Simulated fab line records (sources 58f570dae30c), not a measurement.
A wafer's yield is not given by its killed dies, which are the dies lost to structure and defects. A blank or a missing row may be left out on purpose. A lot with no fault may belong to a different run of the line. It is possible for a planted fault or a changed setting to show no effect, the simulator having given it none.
The tool behind it: which one? || flow berkeley_cmos170 || 7 lots, 21 wafers sampled, at 2 steps of a route of 331

== WHAT EACH GAUGE READ, for each wafer ==
UCB170_ACTIVE_THK_MEAS_03.
{"lot": "L634", "measured": "day 5 00:00", "on": "film_metro-01", "ACTIVE_OXIDE_THK (nm)": "25.6 25.7 25.5"}
{"lot": "L636", "measured": "day 5 08:04", "on": "film_metro-03", "ACTIVE_OXIDE_THK (nm)": "26.1 26.2 25.9"}
{"lot": "L638", "measured": "day 6 07:03", "on": "film_metro-01", "ACTIVE_OXIDE_THK (nm)": "25.8 26.2 25.8"}
{"lot": "L641", "measured": "day 6 17:20", "on": "film_metro-04", "ACTIVE_OXIDE_THK (nm)": "25.4 25.7 25.6"}
{"lot": "L643", "measured": "day 7 04:14", "on": "film_metro-04", "ACTIVE_OXIDE_THK (nm)": "27.2 27.0 27.5"}
{"lot": "L648", "measured": "day 8 03:32", "on": "film_metro-01", "ACTIVE_OXIDE_THK (nm)": "37.5 37.5 37.4"}
{"lot": "L650", "measured": "day 8 03:32", "on": "film_metro-04", "ACTIVE_OXIDE_THK (nm)": "37.8 37.7 37.9"}

== EACH LOT AND THE TOOL THAT RAN IT (in order: tool; ch and the chambers of the sampled wafers; start) ==
{"lot": "L634", "UCB170_ACTIVE_OXIDATION_02": "furnace-01 ch 0, day 4 22:39"}
{"lot": "L636", "UCB170_ACTIVE_OXIDATION_02": "furnace-02 ch 0, day 5 06:43"}
{"lot": "L638", "UCB170_ACTIVE_OXIDATION_02": "furnace-02 ch 0, day 6 05:41"}
{"lot": "L641", "UCB170_ACTIVE_OXIDATION_02": "furnace-02 ch 0, day 6 15:58"}
{"lot": "L643", "UCB170_ACTIVE_OXIDATION_02": "furnace-02 ch 0, day 7 02:53"}
{"lot": "L648", "UCB170_ACTIVE_OXIDATION_02": "furnace-02 ch 0, day 8 02:10"}
{"lot": "L650", "UCB170_ACTIVE_OXIDATION_02": "furnace-02 ch 0, day 8 02:10"}
- UCB170_ACTIVE_OXIDATION_02: target thk 26.4 nm, ox time 1260 s.

== THE ANSWER, worked out from the rows above alone ==
Rule: usual is defined by the lots themselves. The widest of any qualifying gaps counts: lots, ordered by their means at a reading, are off when they make up no more than a third of the lots, leave a main group of 4 or more, and stand apart from it by 3 or more times the standard deviation of that group's means. Not used: any main group whose means are identical at the precision the tables above print for the reading. A lot without any number at a reading at which 4 lots or more have one is off too. Any other lot the step has rows for is counted as sound.
Off: L648, L650, at UCB170_ACTIVE_THK_MEAS_03 (ACTIVE_OXIDE_THK). Main group: mean 26.1 nm, sd 0.61.
If a tool, at a process step before that reading, ran all the lots that are off and no sound lot after the first of them, it fits. The gauges at UCB170_ACTIVE_THK_MEAS_03 are tried like those tools. One candidate fits, namely furnace-02 at UCB170_ACTIVE_OXIDATION_02. A fault onset in the window from L643 (day 7 02:53, its last sound lot) to L648 (day 8 02:10, its first lot off) fits.

== WHAT THE SIMULATOR HAD PUT IN ==
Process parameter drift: furnace-02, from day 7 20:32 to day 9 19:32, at UCB170_ACTIVE_OXIDATION_02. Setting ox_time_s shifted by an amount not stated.
Lots struck among those shown: L648, L650. Same finding as the rule above.
